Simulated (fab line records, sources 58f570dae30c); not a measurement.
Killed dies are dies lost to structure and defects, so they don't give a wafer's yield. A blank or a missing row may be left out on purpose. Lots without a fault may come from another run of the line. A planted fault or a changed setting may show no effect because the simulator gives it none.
Which tool did it? | flow berkeley_cmos170 | 14 lots, 42 wafers sampled, at 3 steps of a route of 331

WHAT THE GAUGES READ, wafer by wafer
UCB170_V2_THK_MEAS_04.
lot  | measured     | on            | V2_POLISHED_THK (nm)
L319 | day 7 22:14  | film_metro-02 | 1019.7 1015.9 1016.9
L320 | day 7 23:08  | film_metro-02 | 1018.8 1018.2 1019.5
L321 | day 8 02:37  | film_metro-01 | 1017.0 1018.1 1019.1
L322 | day 8 09:19  | film_metro-01 | 1016.7 1016.1 1016.6
L323 | day 8 09:36  | film_metro-01 | 1019.8 1016.6 1019.3
L325 | day 9 02:29  | film_metro-03 | 1016.9 1017.7 1018.6
L326 | day 9 02:58  | film_metro-01 | 1014.7 1015.6 1015.8
L327 | day 9 06:37  | film_metro-01 | 1015.8 1014.1 1019.1
L328 | day 9 06:17  | film_metro-03 | 1017.1 1018.9 1020.6
L331 | day 9 15:50  | film_metro-02 | 1016.7 1018.1 1018.7
L329 | day 9 17:58  | film_metro-03 | 1017.6 1018.9 1019.4
L334 | day 10 22:43 | film_metro-02 | 1017.8 1015.7 1019.6
L336 | day 10 23:33 | film_metro-01 | 1018.9 1019.8 1017.6
L335 | day 11 00:08 | film_metro-02 | 1018.2 1015.3 1016.5

UCB170_V2_CD_MEAS_12: target cd 700 nm.
lot  | measured     | on        | cd_nm (nm)
L319 | day 7 23:20  | cd_sem-02 | 701.0 701.6 700.5
L320 | day 8 00:46  | cd_sem-01 | 698.7 697.5 698.2
L321 | day 8 03:47  | cd_sem-01 | 698.3 697.9 697.5
L322 | day 8 10:24  | cd_sem-02 | 700.2 699.4 698.8
L323 | day 8 15:38  | cd_sem-02 | 700.8 699.7 698.8
L325 | day 9 03:43  | cd_sem-01 | 699.6 699.6 698.1
L326 | day 9 04:10  | cd_sem-02 | 702.2 701.9 702.5
L327 | day 9 08:22  | cd_sem-01 | 698.0 698.6 698.7
L328 | day 9 08:09  | cd_sem-02 | 699.5 699.3 700.0
L331 | day 9 17:19  | cd_sem-01 | 702.2 702.6 702.2
L329 | day 9 19:08  | cd_sem-02 | 700.0 698.7 699.5
L334 | day 11 02:54 | cd_sem-01 | 701.0 700.5 700.4
L336 | day 11 02:38 | cd_sem-02 | 699.7 698.5 698.1
L335 | day 11 03:13 | cd_sem-01 | 700.4 699.3 699.7

WHICH TOOL RAN EACH LOT (tool, then ch and the chambers of the sampled wafers, then the start)
lot  | UCB170_V1_CVD_00
L319 | pecvd-03 ch 0,1, day 7 14:28
L320 | pecvd-01 ch 0,1, day 7 14:28
L321 | pecvd-04 ch 0,1,2, day 7 19:50
L322 | pecvd-01 ch 0,1, day 8 01:22
L323 | pecvd-03 ch 0,1,2, day 8 01:22
L325 | pecvd-01 ch 1,2, day 8 20:16
L326 | pecvd-04 ch 0,1, day 8 20:16
L327 | pecvd-01 ch 0,1,2, day 9 00:06
L328 | pecvd-03 ch 0,1,2, day 9 00:06
L331 | pecvd-03 ch 0,1, day 9 08:58
L329 | pecvd-01 ch 0,1,2, day 9 11:34
L334 | pecvd-03 ch 0,1,2, day 10 16:19
L336 | pecvd-01 ch 0,1, day 10 16:19
L335 | pecvd-03 ch 0,1,2, day 10 16:29
- UCB170_V1_CVD_00: deposits SiO2 from TEOS/O2, target thk 2000 nm, time 250 s.

WHAT THE TOOLS THEMSELVES READ (means of the sampled wafers that have a number; where no wafer has one, the mark that the record gives instead)
UCB170_V1_CVD_00.
lot  | tool     | heater_power_w (W)
L319 | pecvd-03 | 229
L320 | pecvd-01 | 303
L321 | pecvd-04 | 276
L322 | pecvd-01 | 293
L323 | pecvd-03 | 269
L325 | pecvd-01 | 277
L326 | pecvd-04 | 278
L327 | pecvd-01 | 297
L328 | pecvd-03 | 255
L331 | pecvd-03 | 207
L329 | pecvd-01 | 252
L334 | pecvd-03 | 231
L336 | pecvd-01 | 288
L335 | pecvd-03 | 245

THE ANSWER, worked out from the rows above alone
Rule: what is usual is taken from the lots themselves. Put in order of their means at a reading, lots are off if they are a third of the lots or fewer, leave a main group of 4 or more, and stand apart from it by a gap of 3 or more times the standard deviation of the main group's means; of several such gaps the widest counts. A main group whose means are all the same, to the digits that the tables above print for the reading, isn't used. A lot without any number at a reading at which 4 lots or more have one is off too. The other lots that the step has rows for count as sound. The gauges are gone through in route order, then the tools' own readings, and for those a lot's mean is taken as printed above. The first step at which some lot is off is used, and at that step the reading that is off furthest; a lot without a number counts as furthest.
No lot is off at any reading shown: from this, nothing can be told.

WHAT THE SIMULATOR HAD PUT IN
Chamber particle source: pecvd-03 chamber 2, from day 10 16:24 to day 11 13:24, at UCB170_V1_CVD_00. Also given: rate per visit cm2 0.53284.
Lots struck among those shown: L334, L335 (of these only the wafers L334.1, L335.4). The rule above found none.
